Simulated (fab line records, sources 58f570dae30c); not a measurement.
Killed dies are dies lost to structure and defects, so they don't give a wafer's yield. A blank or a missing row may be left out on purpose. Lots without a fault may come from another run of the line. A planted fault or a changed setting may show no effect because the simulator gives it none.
Problem report in the 8D (eight disciplines) form, filled by code | flow berkeley_cmos170 | the parts of the form that need people (team, actions taken, sign-off) are left out

1. THE PROBLEM
run_length_s at UCB170_GATE_ETCH_15 reads a mean of 76.0 s on 9 wafers of 3 lots; wafers without a fault read 84.7 s with a standard deviation of 0.42. That is -21 standard deviations from the usual mean.
The step: etches poly-Si in HBr/Cl2, stops on SiO2, time 56.3 s, target depth 278.2 nm.
First seen on wafer L653.2, day 10 22:31, on rie_si-02. The record holds 45 wafers of 15 lots with a number at this step. Rule for "out", or "out of limits": more than 4 standard deviations from the usual mean. The other wafers with a number count as sound.

2. WHAT IT IS AND WHAT IT IS NOT
question                    | is                           | is not
which readings at this step | run_length_s, oes_product_au | throttle_valve_pct
which lots                  | L651, L653, L655             | L634, L635, L636, L640, L641, L642, L643, L645, L646, L647, L654, L657
which wafers of those lots  | all that have a number       | -
read on which tools         | rie_si-02                    | rie_si-01
when                        | from day 10 22:31            | up to then (30 sound wafers); but 6 sound wafers of L654, L657 came after

3. SUSPECTS, AND WHAT RULES EACH OUT
Counting: a tool at a process step up to the reading stays a suspect if it ran every lot that is out and no sound lot after the first of them.
- rie_si-02 at UCB170_GATE_ETCH_15 (etches poly-Si in HBr/Cl2, stops on SiO2, time 56.3 s, target depth 278.2 nm): kept. It ran every lot that is out, first L653 (day 10 22:31), and no sound lot after that; its last sound lot up to then is L646 (day 10 04:42). Its own readings are out on those wafers: oes_product_au, run_length_s.
Left after counting: rie_si-02 at UCB170_GATE_ETCH_15.

4. THE CAUSE (what the simulator had put in)
Process parameter drift: rie_si-02, from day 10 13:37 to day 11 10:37, at UCB170_GATE_ETCH_15. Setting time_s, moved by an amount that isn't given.
Counting left only this tool.

5. THE CHAIN OF EFFECTS, in route order
Each row: a reading whose mean over the struck wafers that have a number lies more than 3 standard deviations from the usual. Only readings for which the record gives a usual standard deviation are gone through. hours: the time from each lot's start at the first step in this table that gives one to its start at this step, as a median over the lots. sigmas: the change in usual standard deviations.
hours | step                | reading        | usual      | on struck wafers | change | sigmas
0     | UCB170_GATE_ETCH_15 | oes_product_au | 0.839 a.u. | 0.985            | +0.146 | +13
0     | UCB170_GATE_ETCH_15 | run_length_s   | 84.7 s     | 76.0             | -8.7   | -21
The process steps in it:
- UCB170_GATE_ETCH_15: etches poly-Si in HBr/Cl2, stops on SiO2, time 56.3 s, target depth 278.2 nm.
Later measuring or inspecting steps at which every struck wafer that the step has a row for has a number for every such reading, and none has moved that far: UCB170_V1_BOW_MEAS_03.

6. WHAT WOULD HAVE CAUGHT IT SOONER
In this record the first reading out of limits was taken at day 10 22:31, 9 hours after the fault began at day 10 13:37.
